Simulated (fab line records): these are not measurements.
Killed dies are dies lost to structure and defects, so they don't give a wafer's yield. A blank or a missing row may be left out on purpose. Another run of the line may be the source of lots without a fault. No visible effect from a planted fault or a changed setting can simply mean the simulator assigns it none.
Chamber matching	flow rit_cmos	RIT_CONTACT_ETCH_11 on rie_diel-02 has 4 sister chambers
The step etches SiO2 in CHF3/CF4/Ar, stops on TiSi2, target depth 480 nm, time 320 s. 8 wafers are shown with their chamber, then 7 later ones without.

## WAFERS WITH THEIR CHAMBER
wafer	chamber	drypump_motor_current_A (A)	throttle_valve_pct (%)
L425.2	0	6.5	8.78
L425.4	1	5.7	8.67
L428.6	3	6.0	8.85
L431.1	1	5.7	8.68
L431.4	2	5.7	8.90
L431.6	0	6.5	8.78
L432.2	3	6.1	8.87
L432.4	2	5.7	8.91

## WAFERS WITH NO CHAMBER GIVEN
wafer	drypump_motor_current_A (A)	throttle_valve_pct (%)
L432.5	6.1	8.85
L433.1	5.7	8.90
L433.3	6.5	8.80
L433.6	5.7	8.90
L435.1	6.6	8.80
L435.3	5.7	8.70
L435.4	6.1	8.86

## CHAMBER TAKEN BY EACH
wafer	from the rows above	in truth
L432.5	3	3
L433.1	2	2
L433.3	0	0
L433.6	2	2
L435.1	0	0
L435.3	1	1
L435.4	3	3
7 of 7 placed correctly. Can't be placed from these rows: 0. Placed wrongly: 0.
How it was worked out, from the rows above alone: a wafer's distance from a chamber is the root of the sum, over the readings, of the square of ((its reading less the chamber's mean) divided by the reading's scatter). The wafer belongs to the nearest chamber; if the next one is less than 2 further off, it can't be placed. Each chamber's mean is taken over the wafers shown for it. The scatter is the square root of a quotient: the sum, over the shown wafers, of each reading's squared deviation from its chamber's mean, divided by wafers minus chambers.
